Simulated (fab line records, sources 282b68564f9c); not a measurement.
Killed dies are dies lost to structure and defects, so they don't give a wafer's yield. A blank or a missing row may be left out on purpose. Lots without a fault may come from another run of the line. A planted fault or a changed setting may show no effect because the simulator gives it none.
Which tool did it? | flow rit_cmos | 14 lots, 42 wafers sampled, at 2 steps of a route of 202

WHAT THE GAUGES READ, wafer by wafer
RIT_M1_CD_MEAS_90: target cd 2600 nm. Usual: cd_nm 2600.1 nm, standard deviation 2.8.
lot  | measured    | on        | cd_nm (nm)           | flag
L671 | day 3 13:58 | cd_sem-01 | 2601.4 2599.2 2599.6 |
L674 | day 4 00:28 | cd_sem-01 | 2597.9 2596.3 2595.5 |
L678 | day 5 01:25 | cd_sem-01 | 2603.1 2600.8 2601.7 |
L679 | day 5 08:13 | cd_sem-02 | 2601.7 2599.1 2598.9 |
L680 | day 5 11:29 | cd_sem-01 | 2599.3 2598.9 2598.6 |
L682 | day 5 18:22 | cd_sem-01 | 2599.3 2597.4 2597.3 |
L683 | day 6 01:13 | cd_sem-01 | 2597.4 2597.5 2598.4 |
L684 | day 6 08:11 | cd_sem-01 | 2602.2 2603.7 2603.4 |
L685 | day 6 12:58 | cd_sem-01 | 2598.0 2600.5 2597.1 |
L687 | day 6 20:25 | cd_sem-02 | 2598.5 2600.7 2599.7 |
L688 | day 7 00:00 | cd_sem-02 | 2597.3 2615.1 2598.6 |
L689 | day 7 06:43 | cd_sem-01 | 2596.8 2596.4 2596.8 |
L690 | day 7 09:52 | cd_sem-02 | 2599.6 2613.9 2596.9 |
L694 | day 8 17:40 | cd_sem-02 | 2603.8 2601.9 2602.7 |

WHICH TOOL RAN EACH LOT (tool, then ch and the chambers of the sampled wafers, then the start)
lot  | RIT_M1_METAL_ETCH_12
L671 | rie_metal-01 ch 0,1, day 3 13:26
L674 | rie_metal-01 ch 0, day 3 23:57
L678 | rie_metal-04 ch 0,1, day 5 00:54
L679 | rie_metal-02 ch 0,1, day 5 07:42
L680 | rie_metal-01 ch 0,1, day 5 10:59
L682 | rie_metal-02 ch 1, day 5 17:50
L683 | rie_metal-01 ch 0,1, day 6 00:43
L684 | rie_metal-04 ch 0,1, day 6 07:41
L685 | rie_metal-02 ch 0,1, day 6 12:26
L687 | rie_metal-02 ch 0,1, day 6 19:53
L688 | rie_metal-01 ch 0,1, day 6 23:29
L689 | rie_metal-02 ch 0,1, day 7 06:13
L690 | rie_metal-01 ch 0,1, day 7 09:22
L694 | rie_metal-04 ch 0,1, day 8 17:09
- RIT_M1_METAL_ETCH_12: etches Al in Cl2/BCl3, stops on SiO2, time 165 s, target depth 600 nm.

WHAT THE TOOLS THEMSELVES READ (means of the sampled wafers that have a number; where no wafer has one, the mark that the record gives instead)
RIT_M1_METAL_ETCH_12. Usual: drypump_motor_current_A 5.8 A, standard deviation 0.49; oes_product_au 0.779 a.u., standard deviation 0.012; rf_fwd_power_W 248.9 W, standard deviation 0.78; throttle_valve_pct 8.31 %, standard deviation 0.1.
lot  | tool         | drypump_motor_current_A (A) | oes_product_au (a.u.) | rf_fwd_power_W (W) | throttle_valve_pct (%) | flag
L671 | rie_metal-01 | 5.6                         | 0.777                 | 248.9              | 8.29                   |
L674 | rie_metal-01 | 6.0                         | 0.770                 | 248.9              | 8.31                   |
L678 | rie_metal-04 | 6.4                         | 0.772                 | 248.3              | 8.30                   |
L679 | rie_metal-02 | 5.7                         | 0.782                 | 249.5              | 8.26                   |
L680 | rie_metal-01 | 5.3                         | 0.771                 | 248.0              | 8.29                   |
L682 | rie_metal-02 | 5.7                         | 0.791                 | 249.3              | 8.18                   |
L683 | rie_metal-01 | 5.6                         | 0.782                 | 249.6              | 8.29                   |
L684 | rie_metal-04 | 6.3                         | 0.785                 | 248.5              | 8.37                   |
L685 | rie_metal-02 | 5.8                         | 0.778                 | 248.4              | 8.34                   |
L687 | rie_metal-02 | 5.8                         | 0.769                 | 249.7              | 8.34                   |
L688 | rie_metal-01 | 5.3                         | 0.769                 | 215.1              | 8.30                   | OFF
L689 | rie_metal-02 | 5.8                         | 0.773                 | 248.4              | 8.26                   |
L690 | rie_metal-01 | 5.3                         | 0.769                 | 215.4              | 8.30                   | OFF
L694 | rie_metal-04 | 6.4                         | 0.777                 | 248.9              | 8.30                   |

THE ANSWER, worked out from the rows above alone
Rule: a lot is off if the mean of its wafers that have a number lies more than 3 standard deviations from the usual mean. A lot without any number at a reading at which 4 lots or more have one is off too. The other lots that the step has rows for count as sound. The gauges are gone through in route order, then the tools' own readings, and for those a lot's mean is taken as printed above. The first step at which some lot is off is used, and at that step the reading that is off furthest; a lot without a number counts as furthest.
Off: L688, L690, at RIT_M1_METAL_ETCH_12 (rf_fwd_power_W).
A tool fits if, at that step or a process step before it, it ran every lot that is off, and no sound lot after the first of them. One fits: rie_metal-01 at RIT_M1_METAL_ETCH_12. Its last sound lot is L683 (day 6 00:43), its first lot that is off L688 (day 6 23:29): a fault that began between those two fits.
The tool's own readings at RIT_M1_METAL_ETCH_12 bear it out: on the lots that are off they differ by more than 5 times the standard deviation of the sound lots' means. rf_fwd_power_W reads 215.2 W there against 248.9 W on the sound lots.

WHAT THE SIMULATOR HAD PUT IN
Process parameter drift: rie_metal-01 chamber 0, from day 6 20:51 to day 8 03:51, at RIT_M1_METAL_ETCH_12. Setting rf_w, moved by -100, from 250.
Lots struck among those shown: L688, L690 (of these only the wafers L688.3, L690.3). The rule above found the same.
